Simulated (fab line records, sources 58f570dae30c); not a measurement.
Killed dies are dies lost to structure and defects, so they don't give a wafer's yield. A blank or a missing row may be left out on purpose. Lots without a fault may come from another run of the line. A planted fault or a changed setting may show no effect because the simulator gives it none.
fab line records | flow berkeley_cmos170
record lots=7 wafers=21 last_day=13
route steps=331 shown CONTACT@217
lots that met no fault: from a run of the same line without faults
start_h: hours from the record's first day to the start of the lot's first wafer shown | wait_h: hours since the lot's step before | " the same as in the row above | L1.1+2: a row that stands for several wafers | - no value, or no start given | * or withheld: withheld | < > ~ a bound
route shown NAME@n: a module of which the file shows steps, and the number in the route of the first | usual: mean/standard deviation of fault-free wafers | same: alike in all rows | chamber/n: place in a boat | sites: the reading at each site | _std_site: their standard deviation | _edge_site: outer sites' mean less inner sites' | radius_mm: how far each site lies from the wafer's centre | mask NAME#n: copy n | behind: the tool/chamber that last shaped the wafer | hold: why the lot was held/for how many hours/how that ended | device: the transistor (n, p or np) that didn't switch | end of line: the same wafers' tests at the end of the route | a step without rows: its recipe alone | killed: dies lost to structure and defects at the first sort, not the wafer's yield | map: a wafer's dies, x killed, . not, _ none there
set.NAME: the setting as run; set.NAME@STEP: as run at that earlier step | model.NAME: the simulator's own value behind a step, which no gauge read
lots at some steps of the route; a table a step, a row a wafer
services: from which hour (start_h, from the record's first day; less than 0 if before it) a tool's chamber was out of use, for how many hours, and why
## steps
# step UCB170_CONTACT_CVD_01
# recipe material=PSG target_thk_nm=700 temp_c=450 precursor=SiH4/O2/PH3 time_s=2820 pressure_mtorr=300 sih4_flow_sccm=60 o2_flow_sccm=90 ph3_flow_sccm=25
# step UCB170_CONTACT_THK_MEAS_02
# recipe reads=PSG_of_CONTACT_CVD_01
# usual CONTACT_PSG_THK=702/8
# columns lot.wafer tool chamber start_h wait_h CONTACT_PSG_THK[nm]
L845.1 film_metro-02 - 184.79 0.0 695
L845.3 " - " " 694
L845.6 " - " " 698
L850.3 film_metro-04 - 209.95 0.0 704
L850.4 " - " " 703
L850.5 " - " " 708
L856.2 film_metro-03 - 241.40 0.1 706
L856.4 " - " " 704
L856.5 " - " " 700
L857.2 film_metro-04 - 242.53 0.0 697
L857.3 " - " " 689
L857.6 " - " " 696
L855.1 film_metro-04 - 243.13 0.0 711
L855.5 " - " " 706
L855.6 " - " " 703
L863.1 film_metro-04 - 289.89 0.0 708
L863.4 " - " " 711
L863.5 " - " " 706
L867.2 film_metro-02 - 289.90 0.0 708
L867.3 " - " " 710
L867.4 " - " " 704
# step UCB170_CONTACT_HMDS_03
# recipe prime_time_s=60 prime_temp_c=100
# step UCB170_CONTACT_COAT_04
# recipe resist=KrF spin_rpm=1500 resist_thk_nm=900
# step UCB170_CONTACT_SOFTBAKE_05
# recipe resist=KrF temp_c=130 time_s=60
# step UCB170_CONTACT_STRIP_06
# recipe chemistry=O2 power_w=400 pressure_mtorr=3500 platen_temp_c=withheld o2_flow_sccm=400 overash_fraction=0.5
# usual chamber_pressure_mTorr=3500/3.2 drypump_motor_current_A=5.5/0.43 oes_product_au=0.735/0.004 strip_time_to_endpoint_s=22.01/0.074
# columns lot.wafer tool chamber start_h wait_h chamber_pressure_mTorr drypump_motor_current_A oes_product_au rf_hours_counter_h strip_time_to_endpoint_s
L845.1 plasma_asher-02 1 185.63 0.1 3503 5.8 0.735 40 22.08
L845.3 " 1 " " 3498 5.9 0.739 - 22.02
L845.6 " 1 " " 3503 5.9 0.737 - 22.04
L850.3 plasma_asher-04 0 210.75 0.1 3502 6.1 0.742 - 22.00
L850.4 " 1 " " 3498 5.3 0.739 - 22.00
L850.5 " 0 " " 3497 6.1 0.740 - 21.97
L856.2 plasma_asher-03 1 241.90 0.1 3505 5.8 0.731 51 22.03
L856.4 " 1 " " 3503 5.8 0.732 - 22.03
L856.5 " 1 " " 3502 5.8 0.739 - 22.04
L857.2 plasma_asher-02 0 243.14 0.1 3500 4.9 0.730 46 22.06
L857.3 " 0 " " 3504 4.9 0.742 - 22.07
L857.6 " 0 " " 3497 4.9 0.737 - 22.06
L855.1 plasma_asher-02 1 243.91 0.1 3504 5.9 0.730 46 22.02
L855.5 " 1 " " 3496 5.8 0.736 - 22.00
L855.6 " 0 " " 3501 4.9 0.736 - 22.01
L863.1 plasma_asher-02 0 290.69 0.1 3498 4.9 0.740 51 22.24
L863.4 " 1 " " 3507 5.8 0.744 - 22.13
L863.5 " 0 " " 3499 4.9 0.734 - 22.11
L867.2 plasma_asher-04 1 290.82 0.1 3502 5.3 0.736 56 21.96
L867.3 " 0 " " 3505 6.1 0.735 - 21.97
L867.4 " 1 " " 3500 5.3 0.738 - 21.96
# step UCB170_CONTACT_CLEAN_07
# recipe chemistry=SPM temp_c=120 time_s=600
# step UCB170_CONTACT_RTA_08
# recipe temp_c=900 time_s=10 ambient=N2
# usual lamp_power_pct=26.35/0.13 wafer_temp_C_max=902.6/0.64
# columns lot.wafer tool chamber start_h wait_h lamp_power_pct wafer_temp_C_max
L845.1 rtp_anneal-01 0 185.93 0.0 26.26 902.0
L845.3 " 0 " " 26.24 902.4
L845.6 " 0 " " 26.21 901.7
L850.3 rtp_anneal-02 0 211.16 0.0 26.47 903.6
L850.4 " 0 " " 26.46 903.0
L850.5 " 0 " " 26.47 903.6
L856.2 rtp_anneal-01 0 242.18 0.0 26.22 902.5
L856.4 " 0 " " 26.22 901.0
L856.5 " 0 " " 26.20 902.5
L857.2 rtp_anneal-02 0 243.42 0.0 26.53 903.5
L857.3 " 0 " " 26.47 902.0
L857.6 " 0 " " 26.54 902.4
L855.1 rtp_anneal-01 0 244.19 0.0 26.24 901.5
L855.5 " 0 " " 26.23 901.7
L855.6 " 0 " " 26.24 902.2
L863.1 rtp_anneal-02 0 290.97 0.0 26.47 902.1
L863.4 " 0 " " 26.47 902.4
L863.5 " 0 " " 26.51 903.1
L867.2 rtp_anneal-01 0 291.15 0.0 26.23 901.7
L867.3 " 0 " " 26.25 902.7
L867.4 " 0 " " 26.22 901.6
# step UCB170_CONTACT_COAT_09
# recipe resist=BARC temp_c=withheld time_s=withheld spin_rpm=3000 resist_thk_nm=withheld
# step UCB170_CONTACT_COAT_10
# recipe resist=KrF spin_rpm=1500 resist_thk_nm=900
# step UCB170_CONTACT_SOFTBAKE_11
# recipe resist=KrF temp_c=130 time_s=60
# step UCB170_CONTACT_EXPOSE_12
# recipe mask_id=CONT target_cd_nm=700 na=0.5 sigma_outer=0.6 source_shape=conventional dose_mj=35
# step UCB170_CONTACT_PEB_13
# recipe peb_temp_c=130 peb_time_s=withheld resist=KrF
# usual chill_plate_temp_C=23.01/0.1 exhaust_pa=45.1/0.97 resist_line_temp_C=22.99/0.1
# columns lot.wafer tool chamber start_h wait_h chill_plate_temp_C exhaust_pa resist_line_temp_C
L845.1 litho_track-01 0 186.68 0.1 22.90 46.7 23.01
L845.3 " 0 " " 23.04 45.7 23.14
L845.6 " 0 " " 22.94 45.8 23.11
L850.3 litho_track-02 0 211.94 0.1 22.88 45.4 23.12
L850.4 " 0 " " 22.88 45.0 22.98
L850.5 " 0 " " 23.06 43.7 23.04
L856.2 litho_track-02 - 242.83 0.1 - - -
L856.4 " - " " - - -
L856.5 " - " " - - -
L857.2 litho_track-02 - 244.12 0.1 - - -
L857.3 " - " " - - -
L857.6 " - " " - - -
L855.1 litho_track-02 - 244.82 0.1 - - -
L855.5 " - " " - - -
L855.6 " - " " - - -
L863.1 litho_track-01 0 292.72 0.7 23.13 45.6 22.92
L863.4 " 0 " " 23.04 44.3 22.84
L863.5 " 0 " " 23.08 45.1 22.91
L867.2 litho_track-01 0 293.02 0.5 22.92 43.4 23.04
L867.3 " 0 " " 23.09 44.4 23.21
L867.4 " 0 " " 22.86 44.5 23.13
# step UCB170_CONTACT_DEVELOP_14
# recipe developer=TMAH develop_time_s=45 resist=KrF dev_temp_c=21
## services
# columns tool chamber start_h hours kind
rtp_anneal-02 - 184.94 4.4 pm
## key
first_sign step=UCB170_CONTACT_PEB_13 reading=tool_record direction=missing
effect none on later readings
met_at UCB170_CONTACT_PEB_13
struck_wafers L855.1,L855.5,L855.6,L856.2,L856.4,L856.5,L857.2,L857.3,L857.6
later_rows_left_out L855.1,L855.5,L855.6,L856.2,L856.4,L856.5,L857.2,L857.3,L857.6
sort_left_out L855.1,L855.5,L855.6,L856.2,L856.4,L856.5,L857.2,L857.3,L857.6
tester_left_out L855,L856,L857
onset_between 211.94 242.83
fault kind=skipped_step_whole tool=litho_track-02 chamber=- onset_h=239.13 steps=UCB170_CONTACT_PEB_13 scope=struck_lots_only
# tester_left_out: of these lots the tester's yield and bins aren't shown, on N5 and GAA mostly nor the transistor test; their killed dies are dies lost to structure and defects alone, not to doping, threshold or leakage, so they don't give the yield
# sort_left_out: the simulated sort isn't trusted on such a fault, so these wafers' sort isn't shown, and their yield isn't known
# later_rows_left_out: the simulator's readings of these wafers behind a module that went badly wrong aren't trusted and aren't shown, but for the sort
